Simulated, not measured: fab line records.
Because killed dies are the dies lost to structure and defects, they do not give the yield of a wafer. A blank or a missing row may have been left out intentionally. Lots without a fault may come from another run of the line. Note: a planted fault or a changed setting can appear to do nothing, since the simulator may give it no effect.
fab line records | flow berkeley-cmos170
[record] lots = 15 wafers = 45 last-day = 11
route steps=331 shown V1@258 M2@273 V2@307
lots untouched by any fault: they come from a run of this same line in which no faults occurred
start-h: hours from the record's first day to the start of the lot's first wafer shown | wait-h: time in hours since the lot's previous step | " repeats the value in the row above | L1.1+2: one row covering several wafers at once | - no value, or no start was given | * or withheld: withheld | < > ~ a bound
route shown NAME@n: NAME is a module with steps in the file, n the number in the route of the first one | usual: mean and standard deviation over wafers with no fault | same: alike in all rows | chamber/n: place in a boat | sites: the reading at each site | _std_site: the standard deviation of these | _edge_site: the outer-site mean with the inner-site mean subtracted | radius-mm: how far each site lies from the wafer's centre | mask NAME#n: copy n | behind: the tool/chamber that last shaped the wafer | hold: why the lot went on hold/how many hours it stayed there/how the hold came to an end | device: the n, p or np transistor that did not switch | end of line: tests run on the same wafers once the route is complete | a step without rows: its recipe alone | killed: the dies lost at the first sort to structure and to defects; this is not the yield of the wafer | map: dies across one wafer; x = killed, . = not, _ = none there
set.NAME: the setting the step ran with; set.NAME@STEP: the setting that earlier step ran with | model.NAME: the simulator's own value behind a step, which no gauge read
one table for each step of the route and one row for each wafer, over a sample of lots
services: the hour from which a tool's chamber was out of use, counted from the record's first day as start-h (under 0 if before that day), plus the number of hours and why
[[steps]]
[step UCB170_V1_THK_MEAS_04]
[recipe] reads = SiO2_of_V1_CVD_00
[usual] V1_POLISHED_THK = 1001.2/1.2
// columns lot.wafer tool chamber start-h wait-h V1_POLISHED_THK[nm]
L181.3 film-metro-04 - 152.19 0.1 1002.3
L181.4 " - " " 1001.3
L181.6 " - " " 1001.1
L182.2 film-metro-04 - 163.13 0.1 1001.6
L182.4 " - " " 1001.0
L182.6 " - " " 1000.7
L188.1 film-metro-04 - 177.28 0.1 1002.6
L188.4 " - " " 1000.9
L188.5 " - " " 1001.6
L189.1 film-metro-04 - 179.13 0.1 999.7
L189.3 " - " " 1000.9
L189.6 " - " " 999.4
L185.1 film-metro-01 - 179.43 0.1 1001.1
L185.2 " - " " 999.5
L185.3 " - " " 1003.8
L184.2 film-metro-01 - 181.72 0.1 1001.3
L184.3 " - " " 1002.0
L184.6 " - " " 1002.8
L186.4 film-metro-04 - 181.74 0.1 1002.8
L186.5 " - " " 1001.3
L186.6 " - " " 1001.1
L193.2 film-metro-04 - 199.65 0.1 1002.2
L193.3 " - " " 1001.7
L193.5 " - " " 1001.8
L197.2 film-metro-01 - 222.59 0.1 1001.5
L197.3 " - " " 1002.6
L197.5 " - " " 1000.6
L198.1 film-metro-03 - 223.48 0.1 1002.7
L198.2 " - " " 1003.9
L198.4 " - " " 999.3
L200.4 film-metro-03 - 235.58 0.1 1000.1
L200.5 " - " " 1000.2
L200.6 " - " " 1002.4
L202.3 film-metro-03 - 250.91 0.1 1003.2
L202.4 " - " " 1002.0
L202.5 " - " " 1000.1
L201.1 film-metro-04 - 250.97 0.1 999.9
L201.2 " - " " 998.5
L201.3 " - " " 1000.7
L199.2 film-metro-01 - 251.20 0.1 1002.2
L199.3 " - " " 1001.9
L199.5 " - " " 1001.4
L203.2 film-metro-03 - 255.36 0.1 1002.6
L203.4 " - " " 1003.2
L203.5 " - " " 1001.9
[step UCB170_M2_RS_MEAS_02]
[recipe] thk-meas-gauge = four-point-probe reads = Al_of_M2_SPUTTER_01
[usual] M2_AL_RS = 0.0322/0.00039
// columns lot.wafer tool chamber start-h wait-h M2_AL_RS[ohm/sq]
L181.3 film-metro-02 - 155.86 0.1 0.0328
L181.4 " - " " 0.0325
L181.6 " - " " 0.0325
L182.2 film-metro-04 - 166.43 0.1 0.0320
L182.4 " - " " 0.0322
L182.6 " - " " 0.0321
L188.1 film-metro-04 - 180.94 0.0 0.0320
L188.4 " - " " 0.0319
L188.5 " - " " 0.0321
L185.1 film-metro-04 - 183.09 0.0 0.0317
L185.2 " - " " 0.0320
L185.3 " - " " 0.0320
L189.1 film-metro-02 - 183.65 0.0 0.0324
L189.3 " - " " 0.0321
L189.6 " - " " 0.0325
L186.4 film-metro-04 - 185.05 0.1 0.0327
L186.5 " - " " 0.0322
L186.6 " - " " 0.0322
L184.2 film-metro-01 - 185.46 0.1 0.0317
L184.3 " - " " 0.0320
L184.6 " - " " 0.0317
L193.2 film-metro-01 - 201.94 0.1 0.0324
L193.3 " - " " 0.0325
L193.5 " - " " 0.0324
L197.2 film-metro-04 - 224.67 0.1 0.0318
L197.3 " - " " 0.0321
L197.5 " - " " 0.0325
L198.1 film-metro-02 - 225.86 0.0 0.0331
L198.2 " - " " 0.0327
L198.4 " - " " 0.0322
L200.4 film-metro-02 - 237.79 0.1 0.0324
L200.5 " - " " 0.0322
L200.6 " - " " 0.0322
L202.3 film-metro-04 - 252.85 0.1 0.0324
L202.4 " - " " 0.0323
L202.5 " - " " 0.0322
L201.1 film-metro-02 - 253.05 0.0 0.0327
L201.2 " - " " 0.0317
L201.3 " - " " 0.0321
L199.2 film-metro-04 - 253.18 0.1 0.0324
L199.3 " - " " 0.0323
L199.5 " - " " 0.0321
L203.2 film-metro-01 - 257.35 0.1 0.0317
L203.4 " - " " 0.0321
L203.5 " - " " 0.0317
[step UCB170_M2_CD_MEAS_15]
[recipe] target-cd-nm = 700
[usual] cd-nm = 700.3/1.5
// columns lot.wafer tool chamber start-h wait-h cd-nm
L181.3 cd-sem-01 - 160.50 - 699.7
L181.4 " - " " 700.2
L181.6 " - " " 699.6
L182.2 cd-sem-01 - 169.26 - 702.8
L182.4 " - " " 703.4
L182.6 " - " " 702.8
L188.1 cd-sem-01 - 186.50 - 699.2
L188.4 " - " " 700.4
L188.5 " - " " 698.9
L185.1 cd-sem-01 - 187.95 - 700.5
L185.2 " - " " 701.7
L185.3 " - " " 701.1
L189.1 cd-sem-02 - 188.22 - 699.0
L189.3 " - " " 699.9
L189.6 " - " " 701.4
L186.4 cd-sem-02 - 189.33 - 700.9
L186.5 " - " " 699.6
L186.6 " - " " 700.2
L184.2 cd-sem-01 - 189.39 - 699.1
L184.3 " - " " 697.0
L184.6 " - " " 698.0
L193.2 cd-sem-02 - 203.84 - 700.5
L193.3 " - " " 700.6
L193.5 " - " " 699.9
L197.2 cd-sem-02 - 228.95 - 701.2
L197.3 " - " " 699.4
L197.5 " - " " 698.4
L198.1 cd-sem-02 - 229.14 - 698.5
L198.2 " - " " 699.2
L198.4 " - " " 698.7
L200.4 cd-sem-02 - 239.99 - 699.9
L200.5 " - " " 701.7
L200.6 " - " " 699.7
L202.3 cd-sem-02 - 256.00 - 700.6
L202.4 " - " " 699.6
L202.5 " - " " 700.0
L201.1 cd-sem-01 - 256.20 - 698.0
L201.2 " - " " 698.7
L201.3 " - " " 698.3
L199.2 cd-sem-01 - 256.50 - 701.2
L199.3 " - " " 703.3
L199.5 " - " " 702.4
L203.2 cd-sem-01 - 259.39 - 702.0
L203.4 " - " " 701.6
L203.5 " - " " 701.8
[step UCB170_V2_STRIP_15]
[recipe] chemistry = O2 power-w = 400 pressure-mtorr = 3500 platen-temp-c = withheld o2-flow-sccm = 400 overash-fraction = 0.5
[usual] chamber-pressure-mTorr = 3500/3.3 drypump-motor-current-A = 5.8/0.54 oes-product-au = 0.722/0.0043 strip-time-to-endpoint-s = 15.35/0.12
// columns lot.wafer tool chamber start-h wait-h chamber-pressure-mTorr drypump-motor-current-A oes-product-au rf-hours-counter-h strip-time-to-endpoint-s
L181.3 plasma-asher-03 1 164.29 0.1 3500 6.1 0.720 - 15.32
L181.4 " 0 " " 3499 6.2 0.719 - 15.47
L181.6 " 1 " " 3504 6.1 0.717 - 15.37
L182.2 plasma-asher-04 1 172.05 0.1 3497 6.7 0.719 7 15.50
L182.4 " 0 " " 3500 4.9 0.721 - 15.33
L182.6 " 1 " " 3498 6.7 0.717 - 15.30
L188.1 plasma-asher-02 0 189.77 0.1 3501 5.7 0.722 50 15.20
L188.4 " 1 " " 3497 5.5 0.727 - 15.37
L188.5 " 1 " " 3501 5.5 0.722 - 15.21
L185.1 plasma-asher-02 0 191.08 0.1 3499 5.7 0.727 50 15.39
L185.2 " 1 " " 3499 5.5 0.722 50 15.23
L185.3 " 1 " " 3506 5.5 0.725 - 15.18
L189.1 plasma-asher-04 0 192.12 0.1 3506 4.9 0.721 10 15.41
L189.3 " 0 " " 3498 4.9 0.722 - 15.35
L189.6 " 0 " " 3496 4.9 0.726 - 15.34
L184.2 plasma-asher-02 0 192.24 0.1 3497 5.7 0.718 50 15.38
L184.3 " 1 " " 3497 5.5 0.728 - 15.33
L184.6 " 0 " " 3498 5.7 0.724 - 15.43
L186.4 plasma-asher-03 0 192.54 0.1 3500 6.2 0.720 - 15.27
L186.5 " 0 " " 3497 6.2 0.717 - 15.49
L186.6 " 1 " " 3504 6.2 0.714 - 15.09
L193.2 plasma-asher-03 1 206.80 0.1 3504 6.2 0.726 53 15.31
L193.3 " 1 " " 3500 6.2 0.717 - 15.62
L193.5 " 0 " " 3502 6.2 0.716 - 15.32
L197.2 plasma-asher-02 0 232.25 0.1 - - - - -
L197.3 " 1 " " - - - - -
L197.5 " 1 " " - - - - -
L198.1 plasma-asher-03 1 232.50 0.1 - - - - -
L198.2 " 0 " " - - - - -
L198.4 " 1 " " - - - - -
L200.4 plasma-asher-04 0 243.05 0.1 3505 4.9 0.724 - 15.30
L200.5 " 0 " " 3499 4.9 0.719 - 15.40
L200.6 " 1 " " 3496 6.7 0.716 - 15.41
L202.3 plasma-asher-02 1 258.99 0.1 3492 5.5 0.726 - 15.42
L202.4 " 0 " " 3496 5.7 0.721 - 15.50
L202.5 " 1 " " 3507 5.5 0.714 - 15.36
L201.1 plasma-asher-04 1 259.24 0.1 3497 6.6 0.724 17 15.37
L201.2 " 0 " " 3506 4.9 0.730 17 15.55
L201.3 " 0 " " 3502 4.9 0.719 - 15.32
L199.2 plasma-asher-02 1 259.35 0.1 - - - - -
L199.3 " 1 " " - - - - -
L199.5 " 1 " " - - - - -
L203.2 plasma-asher-02 0 263.02 0.1 3506 5.7 0.720 57 15.26
L203.4 " 1 " " 3498 5.5 0.721 - 15.27
L203.5 " 0 " " 3497 5.7 0.727 - 15.36
[[services]]
// columns tool chamber start-h hours kind
plasma-asher-02 - 215.74 5.9 repair
plasma-asher-03 - 225.04 2.9 repair
[[key]]
[first-sign] step = UCB170_V2_STRIP_15 reading = tool-record direction = missing
effect none on later readings
met-at UCB170_V2_STRIP_15
struck-lots L197,L198,L199
later-rows-left-out L197.2,L197.3,L197.5,L198.1,L198.2,L198.4,L199.2,L199.3,L199.5
sort-left-out L197.2,L197.3,L197.5,L198.1,L198.2,L198.4,L199.2,L199.3,L199.5
not-acting-at UCB170_V1_THK_MEAS_04,UCB170_M2_RS_MEAS_02,UCB170_M2_CD_MEAS_15
onset-between 206.80 232.25
[fault] kind = skipped-step-whole tool = plasma-asher-02,plasma-asher-03 chamber = - onset-h = 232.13 steps = UCB170_V2_STRIP_15 scope = struck-lots-only
// sort-left-out: the simulated sort isn't trusted on such a fault, so these wafers' sort isn't shown, and their yield isn't known
// later-rows-left-out: the simulator's readings of these wafers behind a module that went badly wrong aren't trusted and aren't shown, but for the sort
